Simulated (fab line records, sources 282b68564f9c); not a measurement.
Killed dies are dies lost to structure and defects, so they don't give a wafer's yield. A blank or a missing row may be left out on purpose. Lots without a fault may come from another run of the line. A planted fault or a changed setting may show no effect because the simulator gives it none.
Tool commonality check | flow rit_cmos | 14 lots, 42 wafers sampled

WHY IT WAS OPENED
At RIT_PLDD_TW_MEAS_10 the reading PLDD_TW is flagged on 2 of 14 lots. Wafers without a fault read 2335, standard deviation 22.
Rule: a lot is flagged when every wafer of it that has a number lies more than 4 standard deviations from that mean, or none has a number. The other lots count as sound.

lot  | measured    | on            | PLDD_TW, wafer by wafer | flag
L756 | day 2 23:27 | film_metro-02 | 2316 2329 2319          |
L757 | day 3 00:49 | film_metro-01 | 2343 2338 2334          |
L758 | day 3 10:35 | film_metro-02 | 2325 2318 2322          |
L761 | day 3 23:56 | film_metro-01 | 2348 2340 2330          |
L764 | day 4 13:44 | film_metro-01 | 2363 2367 2378          |
L765 | day 4 16:44 | film_metro-01 | 2357 2384 2378          |
L766 | day 4 20:58 | film_metro-03 | 2330 2324 2324          |
L767 | day 5 04:31 | film_metro-02 | 2317 2314 2308          |
L768 | day 5 08:24 | film_metro-01 | 2366 2351 2365          |
L769 | day 5 13:49 | film_metro-01 | 2376 2355 2359          |
L771 | day 5 23:13 | film_metro-01 | 30 30 30                | FLAGGED
L772 | day 6 02:51 | film_metro-02 | 30 30 30                | FLAGGED
L778 | day 7 09:35 | film_metro-01 | 2342 2333 2343          |
L779 | day 7 14:59 | film_metro-02 | 2321 2304 2315          |
The numbers of the flagged lots are 30 on average: -2305 against the usual, or -99 or more standard deviations.

WHICH TOOL RAN EACH LOT
The record holds 1 process step before the reading, out of a route of 202 steps. In each cell: the tool, then ch and the chambers that the sampled wafers went through, then the start.
lot  | flag    | RIT_NLDD_STRIP_09
L756 |         | plasma_asher-04 ch 0, day 2 21:51
L757 |         | plasma_asher-03 ch 0,1, day 2 23:13
L758 |         | plasma_asher-03 ch 0, day 3 08:40
L761 |         | plasma_asher-03 ch 0,1, day 3 22:20
L764 |         | plasma_asher-03 ch 0,1, day 4 12:08
L765 |         | plasma_asher-02 ch 0,1, day 4 15:10
L766 |         | plasma_asher-02 ch 0,1, day 4 19:14
L767 |         | plasma_asher-04 ch 0,1, day 5 02:43
L768 |         | plasma_asher-04 ch 0,1, day 5 06:40
L769 |         | plasma_asher-04 ch 0,1, day 5 12:06
L771 | FLAGGED | plasma_asher-03 ch 0,1, day 5 21:37
L772 | FLAGGED | plasma_asher-04 ch 0,1, day 6 01:15
L778 |         | plasma_asher-04 ch 0, day 7 07:51
L779 |         | plasma_asher-02 ch 0,1, day 7 13:15
What these steps do:
- RIT_NLDD_STRIP_09: strips in O2, time 180 s.
- RIT_PLDD_TW_MEAS_10

FLAGGED OVER TOTAL, TOOL BY TOOL (the gauges that took the reading come last)
step                | tool            | lots run | flagged | share of the flagged lots | sound lots run after its first flagged lot
RIT_NLDD_STRIP_09   | plasma_asher-02 | 3        | 0       | none                      | -
RIT_NLDD_STRIP_09   | plasma_asher-03 | 5        | 1       | some                      | 0
RIT_NLDD_STRIP_09   | plasma_asher-04 | 6        | 1       | some                      | 1 (L778)
RIT_PLDD_TW_MEAS_10 | film_metro-01   | 8        | 1       | some                      | 1 (L778)
RIT_PLDD_TW_MEAS_10 | film_metro-02   | 5        | 1       | some                      | 1 (L779)
RIT_PLDD_TW_MEAS_10 | film_metro-03   | 1        | 0       | none                      | -

WHAT THE TABLE ALLOWS
No row of the table ran every flagged lot.

WHAT THE SIMULATOR HAD PUT IN
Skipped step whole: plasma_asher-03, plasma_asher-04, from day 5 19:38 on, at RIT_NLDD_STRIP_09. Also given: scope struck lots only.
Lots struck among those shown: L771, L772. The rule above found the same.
